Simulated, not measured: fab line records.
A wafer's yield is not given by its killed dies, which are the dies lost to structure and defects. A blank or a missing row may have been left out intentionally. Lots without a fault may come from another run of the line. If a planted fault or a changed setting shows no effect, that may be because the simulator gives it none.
Split-lot study || flow berkeley_cmos170 || 23 wafers read from 5 lots, route of 331 steps

SPLIT DETAILS
At UCB170_CONTACT_PEB_13, the setting peb_temp_c was moved away from the recipe's 130 C on 6 of the 23 wafers read, by -2.1% to +2.8%. This setting was run at the recipe's value on the other wafers.

FROM THE SPLIT TO THE READING: what the file shows between them, 5 steps
- UCB170_CONTACT_DEVELOP_14: develop time 45 s (also split here: dev_temp_c)
- UCB170_CONTACT_CD_MEAS_15: target cd 700 nm
- UCB170_CONTACT_ETCH_17: etches BARC in N2/H2
- UCB170_CONTACT_ETCH_18: etches PSG in CHF3/CF4/Ar, stops on TiSi2, target depth 840 nm, time 195 s
- UCB170_CONTACT_STRIP_19: strips in O2

THE READING
cd_nm, in nm, at UCB170_CONTACT_CD_MEAS_90 (target cd 700 nm). Typical for fault-free wafers on this fab line: 700.5 nm, with standard deviation 2.1 nm.

{"wafer": "L078.1", "tool, chamber at the split": "litho_track-03, 0", "peb_temp_c as run, C": 130, "against the recipe": "recipe", "cd_nm, nm": 700.3, "against lot-mates on the recipe": "-"}
{"wafer": "L078.2", "tool, chamber at the split": "litho_track-03, 0", "peb_temp_c as run, C": 130, "against the recipe": "recipe", "cd_nm, nm": 699.2, "against lot-mates on the recipe": "-"}
{"wafer": "L078.3", "tool, chamber at the split": "litho_track-03, 0", "peb_temp_c as run, C": 133.7, "against the recipe": "+2.8%", "cd_nm, nm": 718.9, "against lot-mates on the recipe": "+19.7"}
{"wafer": "L078.5", "tool, chamber at the split": "litho_track-03, 0", "peb_temp_c as run, C": 133.7, "against the recipe": "+2.8%", "cd_nm, nm": 722.7, "against lot-mates on the recipe": "+23.5"}
{"wafer": "L078.6", "tool, chamber at the split": "litho_track-03, 0", "peb_temp_c as run, C": 130, "against the recipe": "recipe", "cd_nm, nm": 698.2, "against lot-mates on the recipe": "-"}
{"wafer": "L080.1", "tool, chamber at the split": "litho_track-03, 0", "peb_temp_c as run, C": 130, "against the recipe": "recipe", "cd_nm, nm": 700.0, "against lot-mates on the recipe": "-"}
{"wafer": "L080.2", "tool, chamber at the split": "litho_track-03, 0", "peb_temp_c as run, C": 130, "against the recipe": "recipe", "cd_nm, nm": 701.9, "against lot-mates on the recipe": "-"}
{"wafer": "L080.3", "tool, chamber at the split": "litho_track-03, 0", "peb_temp_c as run, C": 130, "against the recipe": "recipe", "cd_nm, nm": 705.2, "against lot-mates on the recipe": "-"}
{"wafer": "L080.4", "tool, chamber at the split": "litho_track-03, 0", "peb_temp_c as run, C": 130, "against the recipe": "recipe", "cd_nm, nm": 701.6, "against lot-mates on the recipe": "-"}
{"wafer": "L080.6", "tool, chamber at the split": "litho_track-03, 0", "peb_temp_c as run, C": 130, "against the recipe": "recipe", "cd_nm, nm": 702.6, "against lot-mates on the recipe": "-"}
{"wafer": "L076.1", "tool, chamber at the split": "litho_track-02, 0", "peb_temp_c as run, C": 127.3, "against the recipe": "-2.1%", "cd_nm, nm": 680.5, "against lot-mates on the recipe": -17.3}
{"wafer": "L076.2", "tool, chamber at the split": "litho_track-02, 0", "peb_temp_c as run, C": 130, "against the recipe": "recipe", "cd_nm, nm": 700.1, "against lot-mates on the recipe": "-"}
{"wafer": "L076.3", "tool, chamber at the split": "litho_track-02, 0", "peb_temp_c as run, C": 130, "against the recipe": "recipe", "cd_nm, nm": 696.4, "against lot-mates on the recipe": "-"}
{"wafer": "L076.4", "tool, chamber at the split": "litho_track-02, 0", "peb_temp_c as run, C": 130, "against the recipe": "recipe", "cd_nm, nm": 696.8, "against lot-mates on the recipe": "-"}
{"wafer": "L076.6", "tool, chamber at the split": "litho_track-02, 0", "peb_temp_c as run, C": 127.3, "against the recipe": "-2.1%", "cd_nm, nm": 679.6, "against lot-mates on the recipe": -18.2}
{"wafer": "L085.1", "tool, chamber at the split": "litho_track-04, 0", "peb_temp_c as run, C": 130, "against the recipe": "recipe", "cd_nm, nm": 698.6, "against lot-mates on the recipe": "-"}
{"wafer": "L085.2", "tool, chamber at the split": "litho_track-04, 0", "peb_temp_c as run, C": 130, "against the recipe": "recipe", "cd_nm, nm": 700.1, "against lot-mates on the recipe": "-"}
{"wafer": "L085.6", "tool, chamber at the split": "litho_track-04, 0", "peb_temp_c as run, C": 130, "against the recipe": "recipe", "cd_nm, nm": 699.4, "against lot-mates on the recipe": "-"}
{"wafer": "L084.1", "tool, chamber at the split": "litho_track-04, 0", "peb_temp_c as run, C": 130, "against the recipe": "recipe", "cd_nm, nm": 698.6, "against lot-mates on the recipe": "-"}
{"wafer": "L084.2", "tool, chamber at the split": "litho_track-04, 0", "peb_temp_c as run, C": 127.4, "against the recipe": "-2.0%", "cd_nm, nm": 681.4, "against lot-mates on the recipe": -17.2}
{"wafer": "L084.3", "tool, chamber at the split": "litho_track-04, 0", "peb_temp_c as run, C": 130, "against the recipe": "recipe", "cd_nm, nm": 699.3, "against lot-mates on the recipe": "-"}
{"wafer": "L084.4", "tool, chamber at the split": "litho_track-04, 0", "peb_temp_c as run, C": 130, "against the recipe": "recipe", "cd_nm, nm": 697.9, "against lot-mates on the recipe": "-"}
{"wafer": "L084.6", "tool, chamber at the split": "litho_track-04, 0", "peb_temp_c as run, C": 127.4, "against the recipe": "-2.0%", "cd_nm, nm": 680.8, "against lot-mates on the recipe": -17.8}

FIT RESULTS
A straight line over all 23 wafers: cd_nm changes by +8.37 nm for each +1% of peb_temp_c; r = +0.98; the points scatter about the line by 2.3 nm.
The same after taking each lot's own level away (the mean of its wafers on the recipe; 23 wafers): +8.09 nm for each +1%; r = +0.99; scatter 1.4 nm.
Per that fit: largest peb_temp_c move, reading shift of 23 nm.
Across the lots, their own levels run from 697.77 to 702.26 nm, a range of 2.1 times the standard deviation given above.
Hence the lot-to-lot level has little effect on the slope; both slopes agree.
Check: with one of the wafers moved furthest among these (+2.8%) left out of the fit, the line predicts +24.1 nm for it against its lot-mates. It came out at +19.7 nm against them.

ADDITIONAL SPLITS CARRIED BY THESE WAFERS
Before the reading, these wafers also passed through other splits. Each is held against what the fit with the lots' levels taken away leaves over:
{"other split on the same wafers": "UCB170_PSD_DEVELOP_05 develop_time_s", "wafers away from the commonest value": 10, "r with cd_nm (lot level and that fit taken away)": "+0.18"}
{"other split on the same wafers": "UCB170_NSD_IMPLANT_08 energy_kev", "wafers away from the commonest value": 10, "r with cd_nm (lot level and that fit taken away)": "+0.12"}
{"other split on the same wafers": "UCB170_BACKSIDE_SOFTBAKE_02 time_s", "wafers away from the commonest value": 5, "r with cd_nm (lot level and that fit taken away)": "+0.19"}
{"other split on the same wafers": "UCB170_SILICIDE_SPUTTER_01 time_s", "wafers away from the commonest value": 4, "r with cd_nm (lot level and that fit taken away)": "+0.12"}
{"other split on the same wafers": "UCB170_CONTACT_DEVELOP_14 dev_temp_c", "wafers away from the commonest value": 10, "r with cd_nm (lot level and that fit taken away)": -0.36}

THE WHOLE CHAIN: every reading that the file lists as answering this split, in the file's order
{"step": "UCB170_CONTACT_CD_MEAS_15", "what it does": "target cd 700 nm", "reading": "cd_nm", "change (the file's fit)": "+8.39 nm for each +1% of the setting", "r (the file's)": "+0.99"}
{"step": "UCB170_CONTACT_ETCH_17", "what it does": "etches BARC in N2/H2", "reading": "CONTACT.cd_nm (the simulator's own value, which no gauge read)", "change (the file's fit)": "+8.2 nm for each +1% of the setting", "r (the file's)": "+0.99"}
{"step": "UCB170_CONTACT_ETCH_18", "what it does": "etches PSG in CHF3/CF4/Ar, stops on TiSi2, target depth 840 nm, time 195 s", "reading": "CONTACT.cd_nm (the simulator's own value, which no gauge read)", "change (the file's fit)": "+8.11 nm for each +1% of the setting", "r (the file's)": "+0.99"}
{"step": "UCB170_CONTACT_CD_MEAS_90", "what it does": "target cd 700 nm", "reading": "cd_nm", "change (the file's fit)": "+8.12 nm for each +1% of the setting", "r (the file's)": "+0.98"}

THE FILE'S OWN FIT
cd_nm changes by +8.12 nm for each +1% of peb_temp_c, r = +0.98.
